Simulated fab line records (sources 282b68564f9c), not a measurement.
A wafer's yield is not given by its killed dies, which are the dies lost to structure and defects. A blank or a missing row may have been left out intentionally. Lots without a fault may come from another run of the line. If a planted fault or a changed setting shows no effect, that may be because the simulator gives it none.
Which tool was responsible? ; flow rit cmos ; 18 wafers from 6 lots sampled at 3 of the route's 202 steps

## WHAT THE GAUGES READ, wafer by wafer
RIT_SILICIDE_RS_MEAS_02: the measuring method here is four-point-probe.
lot;measured;on;SILICIDE_TI_RS (ohm/sq)
L234;day 3 11:44;film metro-03;48.1 47.3 47.7
L236;day 4 02:08;film metro-03;47.5 47.0 47.5
L238;day 4 10:19;film metro-01;47.9 48.1 48.1
L240;day 4 20:22;film metro-01;47.5 48.1 47.5
L244;day 5 14:46;film metro-01;48.3 47.3 47.5
L253;day 7 11:31;film metro-02;46.7 47.2 47.5

## EACH LOT AND THE TOOL THAT RAN IT (in order: tool; ch and the chambers of the sampled wafers; start)
lot;RIT_PWELL_STRIP_09;RIT_SILICIDE_SPUTTER_01
L234;plasma asher-04 ch 0,1, day 2 04:59;pvd sputter-01, day 3 11:34
L236;plasma asher-03 ch 0,1, day 2 16:37;pvd sputter-01, day 4 01:58
L238;plasma asher-03 ch 0,1, day 3 02:25;pvd sputter-03, day 4 10:08
L240;plasma asher-02 ch 0,1, day 3 10:54;pvd sputter-01, day 4 20:10
L244;plasma asher-03 ch 0,1, day 4 08:58;pvd sputter-01, day 5 14:37
L253;plasma asher-02 ch 0,1, day 6 03:56;pvd sputter-04, day 7 11:22
- RIT_PWELL_STRIP_09: strips in O2, time 180 s.
- RIT_SILICIDE_SPUTTER_01: material Ti, target thk 30 nm, time 240 s.

## THE ANSWER, worked out from the rows above alone
Rule: the usual values come from the lots themselves. Put in order of their means at a reading, lots are off if they are a third of the lots or fewer, leave a main group of 4 or more, and stand apart from it by a gap of 3 or more times the standard deviation of the main group's means; of several such gaps the widest counts. If all means in a main group match to the digits the tables above print for the reading, that group is not used. Also off: a lot with no number at a reading for which 4 or more lots have one. Any other lot the step has rows for is counted as sound.
No lot is off on any of the readings shown, so nothing can be concluded from this.

## WHAT THE SIMULATOR HAD PUT IN
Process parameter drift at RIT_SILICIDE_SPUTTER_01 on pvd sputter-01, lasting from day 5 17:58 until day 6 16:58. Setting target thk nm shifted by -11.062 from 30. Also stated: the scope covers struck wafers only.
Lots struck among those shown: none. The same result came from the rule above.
